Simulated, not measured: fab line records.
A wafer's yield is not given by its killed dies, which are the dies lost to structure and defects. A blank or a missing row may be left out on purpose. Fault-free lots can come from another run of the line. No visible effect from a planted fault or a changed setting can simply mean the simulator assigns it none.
Which tool did it? -- flow ritCmos -- Sampling: 14 lots, 42 wafers, 7 of 202 route steps

== WHAT THE GAUGES SHOWED, per wafer ==
RIT_FOX2_THK_MEAS_91. Usual: FIELD_OXIDE_LEFT_2_THK typically reads 253 nm, with standard deviation 6.2.
lot,measured,on,FIELD_OXIDE_LEFT_2_THK (nm),flag
L798,day 2 08:29,filmMetro-01,244 243 242,
L799,day 2 12:26,filmMetro-03,263 259 261,
L800,day 2 19:39,filmMetro-03,248 258 250,
L801,day 3 00:53,filmMetro-03,252 258 257,
L802,day 3 05:18,filmMetro-03,249 247 250,
L803,day 3 09:33,filmMetro-03,249 253 253,
L810,day 4 23:43,filmMetro-03,264 268 258,
L812,day 5 08:33,filmMetro-01,257 253 258,
L813,day 5 11:41,filmMetro-03,251 261 262,
L816,day 6 02:22,filmMetro-02,249 250 250,
L817,day 6 08:03,filmMetro-01,258 254 258,
L818,day 6 11:49,filmMetro-01,251 247 248,
L819,day 6 19:28,filmMetro-03,256 260 265,
L820,day 6 21:39,filmMetro-01,252 247 251,

RIT_SPACER_THK_MEAS_04. Usual: SPACER_NITRIDE_THK typically reads 249.6 nm, with standard deviation 2.2.
lot,measured,on,SPACER_NITRIDE_THK (nm),flag
L798,day 2 21:56,filmMetro-01,246.7 247.1 249.3,
L799,day 3 03:53,filmMetro-04,251.8 252.8 250.5,
L800,day 3 09:13,filmMetro-01,247.0 249.1 247.1,
L801,day 3 14:00,filmMetro-01,248.8 249.4 249.0,
L802,day 3 18:33,filmMetro-04,95.7 97.5 96.2,OFF
L803,day 3 22:45,filmMetro-03,95.7 94.3 94.1,OFF
L810,day 5 13:30,filmMetro-01,244.8 246.0 246.9,
L812,day 5 21:44,filmMetro-04,250.1 252.0 250.7,
L813,day 6 01:32,filmMetro-03,251.5 252.9 250.8,
L816,day 6 16:01,filmMetro-03,250.8 251.8 251.7,
L817,day 6 22:09,filmMetro-03,250.2 251.7 249.7,
L818,day 7 01:22,filmMetro-03,251.2 248.4 251.3,
L819,day 7 08:32,filmMetro-04,250.6 250.2 249.6,
L820,day 7 11:17,filmMetro-04,253.6 253.7 251.2,

RIT_CONTACT_THK_MEAS_01. Usual: CONTACT_TEOS_THK typically reads 400 nm, with standard deviation 4.6.
lot,measured,on,CONTACT_TEOS_THK (nm),flag
L798,day 3 02:29,filmMetro-04,395 401 403,
L799,day 3 08:35,filmMetro-02,391 406 399,
L800,day 3 13:55,filmMetro-04,396 410 403,
L801,day 3 18:43,filmMetro-03,399 396 408,
L802,day 3 23:17,filmMetro-03,395 402 402,
L803,day 4 03:44,filmMetro-04,395 396 403,
L810,day 5 18:10,filmMetro-03,396 403 400,
L812,day 6 02:41,filmMetro-02,405 405 401,
L813,day 6 06:19,filmMetro-03,395 395 397,
L816,day 6 20:35,filmMetro-04,393 394 401,
L817,day 7 02:56,filmMetro-03,400 405 410,
L818,day 7 05:56,filmMetro-03,393 396 398,
L819,day 7 13:06,filmMetro-03,390 397 399,
L820,day 7 16:17,filmMetro-04,399 397 405,

RIT_CONTACT_CD_MEAS_90: target cd 1000 nm. Usual: cdNm reads 999.7 nm (standard deviation 2.7).
lot,measured,on,cdNm (nm),flag
L798,day 3 04:20,cdSem-01,993.9 992.3 993.8,
L799,day 3 10:17,cdSem-01,999.5 997.7 997.7,
L800,day 3 15:44,cdSem-01,999.0 1000.0 1000.6,
L801,day 3 20:38,cdSem-01,996.8 994.8 998.7,
L802,day 4 01:04,cdSem-01,1002.1 1000.2 1001.5,
L803,day 4 05:34,cdSem-02,1000.0 999.7 1000.0,
L810,day 5 20:00,cdSem-02,1001.9 1000.5 1001.0,
L812,day 6 04:43,cdSem-02,1001.3 1001.6 999.8,
L813,day 6 08:09,cdSem-01,1004.9 1004.2 1003.7,
L816,day 6 22:17,cdSem-02,998.7 997.8 998.1,
L817,day 7 04:38,cdSem-02,1002.5 1004.0 1002.1,
L818,day 7 07:46,cdSem-02,999.5 1001.4 998.8,
L819,day 7 14:48,cdSem-01,999.0 1000.8 1002.1,
L820,day 7 18:15,cdSem-02,1000.7 1000.6 1001.3,

RIT_M1_BOW_MEAS_16. Usual: M1_BOW typically reads 16 um, with standard deviation 6.6.
lot,measured,on,M1_BOW (um),flag
L798,day 3 08:53,filmMetro-01,10 17 18,
L799,day 3 14:41,filmMetro-02,23 18 24,
L800,day 3 20:08,filmMetro-04,18 24 22,
L801,day 4 01:22,filmMetro-02,17 16 9,
L802,day 4 05:59,filmMetro-01,-7 -8 -1,OFF
L803,day 4 12:27,filmMetro-01,-9 -2 -16,OFF
L810,day 6 00:36,filmMetro-02,23 20 15,
L812,day 6 09:17,filmMetro-01,12 25 23,
L813,day 6 13:04,filmMetro-01,28 11 21,
L816,day 7 02:40,filmMetro-02,20 15 26,
L817,day 7 09:21,filmMetro-01,18 18 9,
L818,day 7 12:19,filmMetro-01,7 8 15,
L819,day 7 19:45,filmMetro-04,29 9 13,
L820,day 7 23:02,filmMetro-01,11 25 4,

== EACH LOT AND THE TOOL THAT RAN IT (in order: tool; ch and the chambers of the sampled wafers; start) ==
lot,RIT_SPACER_CVD_03,RIT_SPACER_ETCHBACK_05
L798,"lpcvd-01 ch 1, day 2 19:59","rieDiel-03 ch 0,1,2, day 2 21:58"
L799,"lpcvd-02 ch 1, day 3 01:58","rieDiel-03 ch 0,2,3, day 3 03:56"
L800,"lpcvd-02 ch 0, day 3 07:19","rieDiel-02 ch 0,2,3, day 3 09:17"
L801,"lpcvd-01 ch 1, day 3 12:05","rieDiel-01 ch 0,2,3, day 3 14:04"
L802,"lpcvd-02 ch 1, day 3 16:37","rieDiel-03 ch 0,2,3, day 3 18:36"
L803,"lpcvd-02 ch 1, day 3 20:50","rieDiel-02 ch 0,1,2, day 3 22:49"
L810,"lpcvd-01 ch 0, day 5 11:35","rieDiel-01 ch 0,3, day 5 13:34"
L812,"lpcvd-01 ch 0, day 5 19:47","rieDiel-01 ch 1,2,3, day 5 21:46"
L813,"lpcvd-01 ch 0, day 5 23:38","rieDiel-03 ch 1,2, day 6 01:36"
L816,"lpcvd-02 ch 1, day 6 14:05","rieDiel-01 ch 0,3, day 6 16:04"
L817,"lpcvd-02 ch 0, day 6 20:14","rieDiel-02 ch 0,2, day 6 22:13"
L818,"lpcvd-01 ch 1, day 6 23:26","rieDiel-01 ch 0,3, day 7 01:25"
L819,"lpcvd-02 ch 0, day 7 06:37","rieDiel-01 ch 1,2,3, day 7 08:36"
L820,"lpcvd-02 ch 0, day 7 09:22","rieDiel-02 ch 0,1,2, day 7 11:20"
- RIT_SPACER_CVD_03: deposits Si3N4 from SiH2Cl2/NH3, target thk 250 nm, time 3300 s.
- RIT_SPACER_ETCHBACK_05: etches Si3N4 in SF6/CHF3, stops on SiO2, target depth 250 nm, time 240 s.

== WHAT THE TOOLS THEMSELVES READ (means of the sampled wafers that have a number; where no wafer has one, the mark that the record gives instead) ==
RIT_SPACER_ETCHBACK_05. Usual: drypumpMotorCurrentA 5.9 A, standard deviation 0.46; oesProductAu 0.847 a.u., standard deviation 0.013; throttleValvePct 10.34 %, standard deviation 0.13.
lot,tool,drypumpMotorCurrentA (A),oesProductAu (a.u.),throttleValvePct (%),flag
L798,rieDiel-03,6.2,0.845,10.37,
L799,rieDiel-03,6.3,0.855,10.46,
L800,rieDiel-02,5.4,0.838,10.36,
L801,rieDiel-01,5.9,0.843,10.36,
L802,rieDiel-03,6.3,0.473,10.33,OFF
L803,rieDiel-02,5.4,0.462,10.23,OFF
L810,rieDiel-01,6.1,0.835,10.44,
L812,rieDiel-01,6.1,0.847,10.32,
L813,rieDiel-03,6.2,0.861,10.37,
L816,rieDiel-01,6.1,0.855,10.37,
L817,rieDiel-02,5.4,0.870,10.48,
L818,rieDiel-01,6.1,0.859,10.37,
L819,rieDiel-01,6.1,0.842,10.31,
L820,rieDiel-02,5.4,0.867,10.36,

== THE ANSWER, worked out from the rows above alone ==
Rule: a lot is off if the mean of its wafers that have a number lies more than 3 standard deviations from the usual mean. Also off: a lot with no number at a reading for which 4 or more lots have one. The other lots that the step has rows for count as sound. The gauges are gone through in route order, then the tools' own readings, and for those a lot's mean is taken as printed above. The first step at which some lot is off is used, and at that step the reading that is off furthest; a lot without a number counts as furthest.
Off: L802, L803, at RIT_SPACER_THK_MEAS_04 (SPACER_NITRIDE_THK).
If a tool, at a process step before that reading, ran all the lots that are off and no sound lot after the first of them, it fits. Not tried: the gauges at RIT_SPACER_THK_MEAS_04; whatever is off there is also off at RIT_M1_BOW_MEAS_16, on other tools, and gauge error can't account for it. None of those tried fits.

== WHAT THE SIMULATOR PUT IN ==
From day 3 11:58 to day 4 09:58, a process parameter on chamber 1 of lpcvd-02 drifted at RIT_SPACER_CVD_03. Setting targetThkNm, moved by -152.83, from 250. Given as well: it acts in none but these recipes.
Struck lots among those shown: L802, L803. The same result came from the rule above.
